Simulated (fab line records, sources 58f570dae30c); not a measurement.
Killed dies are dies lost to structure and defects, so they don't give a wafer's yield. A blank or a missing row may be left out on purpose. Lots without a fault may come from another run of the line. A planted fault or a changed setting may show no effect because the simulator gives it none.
One fault seen from 2 desks | flow berkeley_cmos170 | each desk has only its own numbers; what lay behind them comes last

THE METROLOGY DESK
What the gauges read, lot by lot, whatever tool the lot ran on: means of the sampled wafers that have a number. A lot is out of limits, marked OUT, if its mean lies more than 4 standard deviations from the usual mean; the brackets give that distance.
Columns: A = V1_BOW at UCB170_V1_BOW_MEAS_03, usual 18 um; B = V1_POLISHED_THK at UCB170_V1_THK_MEAS_04, usual 1000.1 nm; C = cd_nm at UCB170_V1_CD_MEAS_12, usual 699.5 nm; D = V1_OVL at UCB170_V1_OVL_MEAS_13, usual -2 nm
lot  | first seen here | A  | B      | C     | D
L127 | day 9 07:29     | 14 | 999.3  | 700.9 | 1
L129 | day 9 15:33     | 13 | 1000.3 | 699.2 | 4
L142 | day 12 04:39    | 11 | 1000.8 | 701.0 | -1
L141 | day 12 05:58    | 23 | 1001.7 | 695.5 | -3
L145 | day 13 01:34    | 15 | 1000.3 | 699.3 | -7
L146 | day 13 02:53    | 11 | 1000.6 | 700.3 | -1
This desk's finding: nothing out of limits on any of the 6 lots.

THE TOOL OWNER'S DESK: rie_diel-03
The tool's own readings at UCB170_V1_ETCH_14 (etches SiO2 in CHF3/CF4/Ar, stops on Al, target depth 1250 nm, time 291 s): means of the sampled wafers that have a number, for each lot that ran on this tool. A lot is out of limits, marked OUT, if its mean lies more than 4 standard deviations from the usual mean; the brackets give that distance.
Columns: A = drypump_motor_current_A at UCB170_V1_ETCH_14, usual 5.4 A; B = oes_product_au at UCB170_V1_ETCH_14, usual 0.872 a.u.; C = rf_fwd_power_W at UCB170_V1_ETCH_14, usual 698.7 W; D = throttle_valve_pct at UCB170_V1_ETCH_14, usual 6.96 %
lot  | first seen here | A   | B     | C               | D
L129 | day 9 17:11     | 5.5 | 0.872 | 697.9           | 6.87
L142 | day 12 09:39    | 5.8 | 0.854 | 669.6 (-14) OUT | 6.87
L141 | day 12 11:05    | 5.6 | 0.866 | 671.6 (-13) OUT | 6.84
L145 | day 13 05:00    | 5.5 | 0.869 | 697.8           | 6.89
This desk's finding: out of limits on L141, L142; first on L142, day 12 09:39 (rf_fwd_power_W at UCB170_V1_ETCH_14). In limits: L129, L145.

PUT TOGETHER
The tool owner's desk could have raised an alarm at day 12 09:39, on L141, L142.
The metrology desk saw nothing out of limits.
The metrology desk has L141, L142 on record, within its limits.
Of the lots named, all ran UCB170_V1_ETCH_14 on rie_diel-03.

WHAT THE SIMULATOR HAD PUT IN
Process parameter drift: rie_diel-03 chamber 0, from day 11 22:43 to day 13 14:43, at UCB170_V1_ETCH_14. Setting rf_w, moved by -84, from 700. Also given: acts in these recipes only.
Lots struck among those shown: L141, L142.
Hours from the fault's start to each desk's first reading out of limits: the tool owner's desk, 11.
